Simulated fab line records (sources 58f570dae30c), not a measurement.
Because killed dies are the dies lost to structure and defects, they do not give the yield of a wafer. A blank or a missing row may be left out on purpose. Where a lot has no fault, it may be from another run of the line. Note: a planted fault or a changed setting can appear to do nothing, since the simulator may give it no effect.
One fault through the eyes of 2 desks :: flow berkeley cmos170 :: each desk has only its own numbers; what lay behind them comes last

DESK OF THE TOOL OWNER: rie diel-03
The tool's own readings at UCB170_M1_ETCH_11 (etches BARC in N2/H2): means of the sampled wafers that have a number, for each lot that ran on this tool. Marked OUT: a lot whose mean sits more than 4 standard deviations from the usual mean, which makes it out of limits; the brackets give that distance.
Columns: A = bias w at UCB170_M1_ETCH_11, usual 99.98 W; B = drypump motor current A at UCB170_M1_ETCH_11, usual 5.58 A; C = oes product au at UCB170_M1_ETCH_11, usual 1.003 a.u.; D = throttle valve pct at UCB170_M1_ETCH_11, usual 13.22 %
lot: L167
first seen here: day 7 19:25
A: 99.88
B: 5.46
C: 0.988
D: 13.03

lot: L169
first seen here: day 8 07:26
A: 100.16
B: 5.27
C: 0.991
D: 13.16

lot: L172
first seen here: day 8 15:53
A: 80.95 (-66) OUT
B: 5.68
C: 0.952
D: 13.10

lot: L176
first seen here: day 9 17:57
A: 80.83 (-66) OUT
B: 5.60
C: 0.951
D: 13.16
Finding of this desk: L172, L176 out of limits; the first was L172 at day 8 15:53, on bias w at UCB170_M1_ETCH_11. L167, L169: within limits.

FROM THE METROLOGY DESK
Means of the sampled wafers that have a number, per lot and without regard to the tool the lot ran on: this is what the gauges read. Marked OUT: a lot whose mean sits more than 4 standard deviations from the usual mean, which makes it out of limits; the brackets give that distance.
Columns: A = PSD_RS at UCB170_SDANNEAL_RS_MEAS_02, usual 75.5 ohm/sq; B = V1_OVL at UCB170_V1_OVL_MEAS_13, usual 1 nm
lot: L166
first seen here: day 7 07:16
A: 75.3
B: -2

lot: L165
first seen here: day 7 07:50
A: 75.8
B: 3

lot: L167
first seen here: day 7 08:05
A: 75.7
B: 2

lot: L169
first seen here: day 7 20:54
A: 75.7
B: -2

lot: L172
first seen here: day 8 08:28
A: 75.7
B: 0

lot: L171
first seen here: day 8 08:40
A: 75.6
B: 8

lot: L173
first seen here: day 8 21:10
A: 75.1
B: -1

lot: L176
first seen here: day 9 08:08
A: 75.7
B: 3

lot: L183
first seen here: day 9 22:56
A: 75.2
B: -2

lot: L182
first seen here: day 9 23:11
A: 75.7
B: 7

lot: L184
first seen here: day 10 20:17
A: 75.2
B: 2

lot: L188
first seen here: day 10 20:40
A: 76.0
B: 7

lot: L185
first seen here: day 10 21:32
A: 75.6
B: -1

lot: L186
first seen here: day 11 02:01
A: 75.6
B: 5
Result from this desk: across the 14 lots, nothing is out of limits.

ALL TOGETHER
At day 8 15:53, on L172, L176, the tool owner's desk was in a position to raise an alarm.
Metrology desk: nothing out of limits seen.
The metrology desk has L172, L176 on record, within its limits.
The lots listed all ran UCB170_M1_ETCH_11 on rie diel-03.

WHAT THE SIMULATOR HAD INSERTED
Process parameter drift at UCB170_M1_ETCH_11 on rie diel-03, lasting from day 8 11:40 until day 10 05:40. A move of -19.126 in setting bias w, from 100. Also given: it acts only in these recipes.
Struck lots among those shown: L172, L176.
Hours from the fault's start to each desk's first reading out of limits: the tool owner's desk, 4.
